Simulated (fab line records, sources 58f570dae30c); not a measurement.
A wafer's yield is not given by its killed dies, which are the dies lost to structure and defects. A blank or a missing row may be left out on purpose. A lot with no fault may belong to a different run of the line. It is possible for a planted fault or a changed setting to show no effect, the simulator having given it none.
fab line records	flow berkeley_cmos170
[record] lots = 15	wafers = 45	last_day = 13
route steps=331 shown PSD@181 CONTACT@234 M1@239 V2@295
lots untouched by any fault: they come from a run of this same line in which no faults occurred
start_h: the number of hours between the record's first day and the start of the first shown wafer of the lot	wait_h: hours from the lot's prior step to this one	" unchanged from the row above	L1.1+2: a single row standing in for several wafers	- no value present, or no start provided	* or withheld: withheld	< > ~ a bound
route shown NAME@n: a module of which the file shows steps, and the number in the route of the first	usual: mean/standard deviation of fault-free wafers	same: alike in all rows	chamber/n: place in a boat	sites: per-site readings	_std_site: standard deviation across them	_edge_site: outer sites' mean less inner sites'	radius_mm: how far each site lies from the wafer's centre	mask NAME#n: copy n	behind: tool/chamber where the wafer was last shaped	hold: why the lot was held/for how many hours/how that ended	device: the transistor (n, p or np) that didn't switch	end of line: the route-end tests of the same wafers	step lacking rows: just its recipe	killed: dies that structure and defects cost at the first sort, which is not the same as the wafer's yield	map: dies across one wafer; x = killed, . = not, _ = none there
set.NAME: setting as actually run; set.NAME@STEP: the setting as run at that earlier step	model.NAME: the simulator's own value behind a step, which no gauge read
steps of the route over a sample of lots; a table a step, a row a wafer
services: a tool's chamber out of use, with start hour (start_h, from the record's first day; less than 0 if before it), hours out, and reason
[[steps]]
[step UCB170_PSD_CD_MEAS_06]
[recipe] target_cd_nm = 1200
[usual] cd_nm = 1200.1/1.6
lot.wafer	tool	chamber	start_h	wait_h	cd_nm
L408.4	cd_sem-01	-	170.01	-	1201.8
L408.5	"	-	"	"	1201.7
L408.6	"	-	"	"	1202.5
L409.2	cd_sem-01	-	176.25	-	1198.1
L409.3	"	-	"	"	1198.4
L409.4	"	-	"	"	1199.8
L410.2	cd_sem-02	-	176.39	-	1202.9
L410.4	"	-	"	"	1201.9
L410.5	"	-	"	"	1200.6
L412.3	cd_sem-02	-	186.01	-	1197.9
L412.5	"	-	"	"	1198.6
L412.6	"	-	"	"	1199.2
L413.1	cd_sem-02	-	186.19	-	1201.9
L413.3	"	-	"	"	1203.0
L413.4	"	-	"	"	1202.5
L416.2	cd_sem-02	-	213.05	-	1200.5
L416.4	"	-	"	"	1198.7
L416.5	"	-	"	"	1200.0
L415.3	cd_sem-01	-	213.26	-	1200.2
L415.5	"	-	"	"	1201.7
L415.6	"	-	"	"	1198.9
L421.1	cd_sem-01	-	226.64	-	1200.7
L421.3	"	-	"	"	1199.7
L421.4	"	-	"	"	1202.2
L419.1	cd_sem-02	-	227.46	-	1199.8
L419.2	"	-	"	"	1201.1
L419.6	"	-	"	"	1199.3
L420.4	cd_sem-01	-	227.60	-	1200.6
L420.5	"	-	"	"	1200.2
L420.6	"	-	"	"	1199.6
L417.2	cd_sem-02	-	227.76	-	1199.5
L417.5	"	-	"	"	1198.6
L417.6	"	-	"	"	1199.7
L425.1	cd_sem-02	-	257.44	-	1199.8
L425.2	"	-	"	"	1200.0
L425.5	"	-	"	"	1200.1
L428.2	cd_sem-02	-	257.58	-	1199.9
L428.4	"	-	"	"	1199.4
L428.5	"	-	"	"	1200.0
L430.1	cd_sem-01	-	272.15	-	1199.7
L430.2	"	-	"	"	1199.4
L430.4	"	-	"	"	1199.4
L431.1	cd_sem-02	-	281.36	-	1202.5
L431.2	"	-	"	"	1200.6
L431.5	"	-	"	"	1199.0
[step UCB170_CONTACT_ETCH_18]
[recipe] chemistry = CHF3/CF4/Ar	target = PSG	stop_on = TiSi2	CHF3_flow_sccm = 45	cf4_flow_sccm = 15	Ar_flow_sccm = 150	pressure_mtorr = 200	rf_w = 700	target_depth_a = 8400	over_etch_frac = 0.2	time_s = 195
[usual] cf4_flow_sccm = 14.99/0.048	drypump_motor_current_A = 5.5/0.43	oes_product_au = 0.897/0.018	rf_fwd_power_W = 697.7/2.2	throttle_valve_pct = 6.95/0.061
lot.wafer	tool	chamber	start_h	wait_h	cf4_flow_sccm	drypump_motor_current_A	oes_product_au	rf_fwd_power_W	rf_hours_counter_h	throttle_valve_pct
L408.4	rie_diel-03	3	181	-	14.97	5.2	0.915	696.7	73	6.96
L408.5	"	3	"	"	14.94	5.2	0.906	696.6	-	6.95
L408.6	"	2	"	"	14.97	5.3	0.892	699.6	-	6.94
L409.2	rie_diel-01	0	186	-	15.00	6.1	0.931	699.4	141	6.99
L409.3	"	1	"	"	15.07	5.1	0.881	696.9	5	6.93
L409.4	"	2	"	"	14.96	5.9	0.925	697.5	27	6.96
L410.2	rie_diel-01	0	187	-	15.10	6.1	0.921	696.0	142	6.97
L410.4	"	3	"	"	14.98	4.9	0.871	698.0	19	6.94
L410.5	"	3	"	"	15.03	4.9	0.881	697.5	-	6.95
L413.1	rie_diel-01	0	196	-	15.01	6.1	0.932	698.0	142	6.97
L413.3	"	3	"	"	15.04	4.9	0.885	697.9	19	6.95
L413.4	"	1	"	"	15.05	5.1	0.889	695.9	6	6.93
L412.3	rie_diel-02	0	196	-	14.99	5.9	0.868	698.9	8	6.78
L412.5	"	3	"	"	14.96	6.1	0.903	696.7	-	7.03
L412.6	"	2	"	"	14.92	5.2	0.908	699.6	-	6.99
L416.2	rie_diel-02	2	227	-	15.05	5.2	0.909	700.1	90	6.97
L416.4	"	3	"	"	15.06	6.1	0.898	696.7	124	7.05
L416.5	"	3	"	"	15.10	6.1	0.898	696.2	-	7.04
L415.3	rie_diel-01	2	227	-	14.99	5.9	0.920	1188.8	29	6.94
L415.5	"	3	"	"	14.95	4.9	0.871	699.4	-	6.95
L415.6	"	2	"	"	14.98	5.9	0.919	1186.4	-	6.95
L421.1	rie_diel-01	2	235	-	14.98	5.9	0.915	1186.1	29	6.97
L421.3	"	3	"	"	14.96	4.9	0.874	697.0	21	6.96
L421.4	"	1	"	"	14.95	5.1	0.881	697.9	-	6.93
L420.4	rie_diel-02	0	237	-	14.94	5.9	0.878	699.4	10	6.79
L420.5	"	0	"	"	14.95	5.9	0.878	702.7	-	6.79
L420.6	"	1	"	"	14.99	5.7	0.919	699.1	-	6.97
L419.1	rie_diel-01	3	237	-	15.02	4.9	0.872	701.3	21	6.95
L419.2	"	2	"	"	14.96	5.9	0.929	1187.6	29	6.96
L419.6	"	2	"	"	14.91	6.0	0.923	1188.9	-	6.94
L417.2	rie_diel-03	3	237	-	15.06	5.2	0.920	700.3	76	6.97
L417.5	"	0	"	"	15.02	5.4	0.911	701.5	-	6.87
L417.6	"	1	"	"	15.03	5.9	0.891	698.5	-	7.08
L428.2	rie_diel-02	2	268	-	15.09	5.2	0.896	698.2	92	6.98
L428.4	"	1	"	"	15.04	5.7	0.897	700.0	4	6.95
L428.5	"	2	"	"	14.98	5.2	0.910	697.9	-	6.97
L425.1	rie_diel-03	2	268	-	14.94	5.3	0.892	702.0	24	6.93
L425.2	"	1	"	"	14.95	5.9	0.892	697.9	36	7.08
L425.5	"	3	"	"	14.93	5.2	0.902	694.2	-	6.94
L430.1	rie_diel-02	0	283	-	14.95	5.9	0.862	697.0	13	6.80
L430.2	"	3	"	"	15.04	6.1	0.891	695.4	127	7.04
L430.4	"	2	"	"	14.95	5.2	0.896	698.7	93	6.99
L431.1	rie_diel-01	0	291	-	14.91	6.1	0.911	700.3	2	6.99
L431.2	"	3	"	"	15.05	4.9	0.871	697.1	24	6.96
L431.5	"	1	"	"	14.99	5.1	0.892	692.1	-	6.93
[step UCB170_CONTACT_CD_MEAS_90]
[recipe] target_cd_nm = 700
[usual] cd_nm = 700.2/2
lot.wafer	tool	chamber	start_h	wait_h	cd_nm
L408.4	cd_sem-02	-	181.32	0.1	699.3
L408.5	"	-	"	"	699.4
L408.6	"	-	"	"	700.5
L409.2	cd_sem-02	-	186.75	0.1	698.4
L409.3	"	-	"	"	701.2
L409.4	"	-	"	"	698.4
L410.2	cd_sem-02	-	188.01	0.1	701.0
L410.4	"	-	"	"	700.4
L410.5	"	-	"	"	702.3
L413.1	cd_sem-01	-	196.70	0.1	696.7
L413.3	"	-	"	"	697.6
L413.4	"	-	"	"	697.0
L412.3	cd_sem-02	-	196.98	0.1	703.3
L412.5	"	-	"	"	698.3
L412.6	"	-	"	"	700.4
L416.2	cd_sem-01	-	227.68	0.1	700.6
L416.4	"	-	"	"	700.9
L416.5	"	-	"	"	699.5
L415.3	cd_sem-01	-	228.04	0.1	707.6
L415.5	"	-	"	"	702.4
L415.6	"	-	"	"	707.5
L421.1	cd_sem-02	-	235.67	0.1	704.4
L421.3	"	-	"	"	700.4
L421.4	"	-	"	"	696.8
L419.1	cd_sem-01	-	237.86	0.1	699.7
L419.2	"	-	"	"	703.2
L419.6	"	-	"	"	705.1
L420.4	cd_sem-02	-	237.87	0.1	704.4
L420.5	"	-	"	"	704.5
L420.6	"	-	"	"	701.7
L417.2	cd_sem-02	-	238.15	0.1	700.5
L417.5	"	-	"	"	701.6
L417.6	"	-	"	"	701.2
L428.2	cd_sem-01	-	268.90	0.1	695.9
L428.4	"	-	"	"	698.2
L428.5	"	-	"	"	696.9
L425.1	cd_sem-02	-	269.06	0.1	698.8
L425.2	"	-	"	"	699.9
L425.5	"	-	"	"	700.0
L430.1	cd_sem-02	-	283.53	0.1	703.3
L430.2	"	-	"	"	700.8
L430.4	"	-	"	"	699.9
L431.1	cd_sem-01	-	291.70	0.1	702.4
L431.2	"	-	"	"	701.3
L431.5	"	-	"	"	702.1
[step UCB170_M1_RS_MEAS_01]
[recipe] thk_meas_gauge = four-point-probe	reads = Al_of_M1_SPUTTER_00
[usual] M1_AL_RS = 0.0485/0.00064
lot.wafer	tool	chamber	start_h	wait_h	M1_AL_RS[ohm/sq]
L408.4	film_metro-02	-	181.68	0.1	0.0498
L408.5	"	-	"	"	0.0501
L408.6	"	-	"	"	0.0490
L409.2	film_metro-01	-	187.12	0.1	0.0479
L409.3	"	-	"	"	0.0474
L409.4	"	-	"	"	0.0480
L410.2	film_metro-04	-	188.37	0.1	0.0484
L410.4	"	-	"	"	0.0481
L410.5	"	-	"	"	0.0484
L413.1	film_metro-01	-	197.23	0.0	0.0490
L413.3	"	-	"	"	0.0487
L413.4	"	-	"	"	0.0487
L412.3	film_metro-02	-	197.35	0.1	0.0486
L412.5	"	-	"	"	0.0487
L412.6	"	-	"	"	0.0482
L416.2	film_metro-01	-	228.03	0.1	0.0488
L416.4	"	-	"	"	0.0495
L416.5	"	-	"	"	0.0500
L415.3	film_metro-01	-	228.55	0.1	0.0480
L415.5	"	-	"	"	0.0473
L415.6	"	-	"	"	0.0482
L421.1	film_metro-02	-	236.03	0.0	0.0484
L421.3	"	-	"	"	0.0488
L421.4	"	-	"	"	0.0482
L420.4	film_metro-04	-	238.22	0.1	0.0486
L420.5	"	-	"	"	0.0472
L420.6	"	-	"	"	0.0487
L419.1	film_metro-01	-	238.23	0.0	0.0484
L419.2	"	-	"	"	0.0482
L419.6	"	-	"	"	0.0487
L417.2	film_metro-02	-	238.51	0.1	0.0480
L417.5	"	-	"	"	0.0492
L417.6	"	-	"	"	0.0477
L428.2	film_metro-01	-	269.31	0.1	0.0485
L428.4	"	-	"	"	0.0492
L428.5	"	-	"	"	0.0494
L425.1	film_metro-04	-	269.47	0.0	0.0482
L425.2	"	-	"	"	0.0479
L425.5	"	-	"	"	0.0477
L430.1	film_metro-01	-	283.89	0.0	0.0481
L430.2	"	-	"	"	0.0490
L430.4	"	-	"	"	0.0490
L431.1	film_metro-01	-	292.05	0.0	0.0479
L431.2	"	-	"	"	0.0487
L431.5	"	-	"	"	0.0488
[step UCB170_V2_BOW_MEAS_03]
[recipe] mode = bow
[usual] V2_BOW = 36/7.2
lot.wafer	tool	chamber	start_h	wait_h	V2_BOW[um]
L408.4	film_metro-01	-	191.17	0.2	28
L408.5	"	-	"	"	41
L408.6	"	-	"	"	25
L409.2	film_metro-01	-	198.64	0.1	38
L409.3	"	-	"	"	48
L409.4	"	-	"	"	31
L410.2	film_metro-04	-	199.01	0.1	37
L410.4	"	-	"	"	47
L410.5	"	-	"	"	46
L413.1	film_metro-01	-	209.59	0.1	39
L413.3	"	-	"	"	36
L413.4	"	-	"	"	36
L412.3	film_metro-03	-	209.99	0.2	30
L412.5	"	-	"	"	39
L412.6	"	-	"	"	29
L416.2	film_metro-04	-	237.12	0.3	37
L416.4	"	-	"	"	43
L416.5	"	-	"	"	33
L415.3	film_metro-04	-	238.79	0.2	33
L415.5	"	-	"	"	35
L415.6	"	-	"	"	26
L421.1	film_metro-04	-	247.07	0.1	32
L421.3	"	-	"	"	36
L421.4	"	-	"	"	39
L420.4	film_metro-03	-	250.67	0.2	41
L420.5	"	-	"	"	26
L420.6	"	-	"	"	36
L419.1	film_metro-04	-	251.32	0.2	43
L419.2	"	-	"	"	33
L419.6	"	-	"	"	41
L417.2	film_metro-03	-	251.46	0.1	34
L417.5	"	-	"	"	42
L417.6	"	-	"	"	28
L428.2	film_metro-03	-	281.08	0.3	42
L428.4	"	-	"	"	36
L428.5	"	-	"	"	31
L425.1	film_metro-04	-	281.18	0.2	43
L425.2	"	-	"	"	38
L425.5	"	-	"	"	42
L430.1	film_metro-01	-	295.87	0.2	25
L430.2	"	-	"	"	34
L430.4	"	-	"	"	31
L431.1	film_metro-01	-	302.76	0.2	29
L431.2	"	-	"	"	38
L431.5	"	-	"	"	20
[[services]]
tool	chamber	start_h	hours	kind
rie_diel-02	1	162.33	7.0	repair
rie_diel-02	1	169.30	-	clean
rie_diel-02	1	169.30	27.7	scheduled_down
rie_diel-02	1	169.30	27.7	vent_cycle
rie_diel-01	2	203.35	4.7	repair
rie_diel-01	-	208.82	0.2	repair
rie_diel-03	3	216.16	1.2	repair
rie_diel-01	0	216.37	6.0	repair
rie_diel-01	0	222.38	-	clean
rie_diel-01	0	222.38	30.2	scheduled_down
rie_diel-01	0	222.38	30.2	vent_cycle
rie_diel-02	3	239.06	2.3	repair
[[key]]
[first_sign] step = UCB170_CONTACT_ETCH_18	reading = rf_fwd_power_W	direction = up	sigmas = 99+	usual = 697.7	struck = 1187.6
[effect] step = UCB170_CONTACT_CD_MEAS_90	reading = cd_nm	direction = up	sigmas = 2.7	usual = 700.2	struck = 705.6
met_at UCB170_CONTACT_ETCH_18
struck_lots L415,L419,L421
struck_wafers L415.3,L415.6,L419.2,L419.6,L421.1
tester_left_out L415,L419,L421
not_acting_at UCB170_PSD_CD_MEAS_06,UCB170_M1_RS_MEAS_01,UCB170_V2_BOW_MEAS_03
onset_between 186 227
[fault] kind = process_parameter_drift	tool = rie_diel-01	chamber = 2	onset_h = 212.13	steps = UCB170_CONTACT_ETCH_18	channel = rf_w	offset = 490	shape = step	end_h = 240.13	acts_in = these_recipes_only	stated = 700
// tester_left_out: of these lots the tester's yield and bins aren't shown, on N5 and GAA mostly nor the transistor test; their killed dies are dies lost to structure and defects alone, not to doping, threshold or leakage, so they don't give the yield
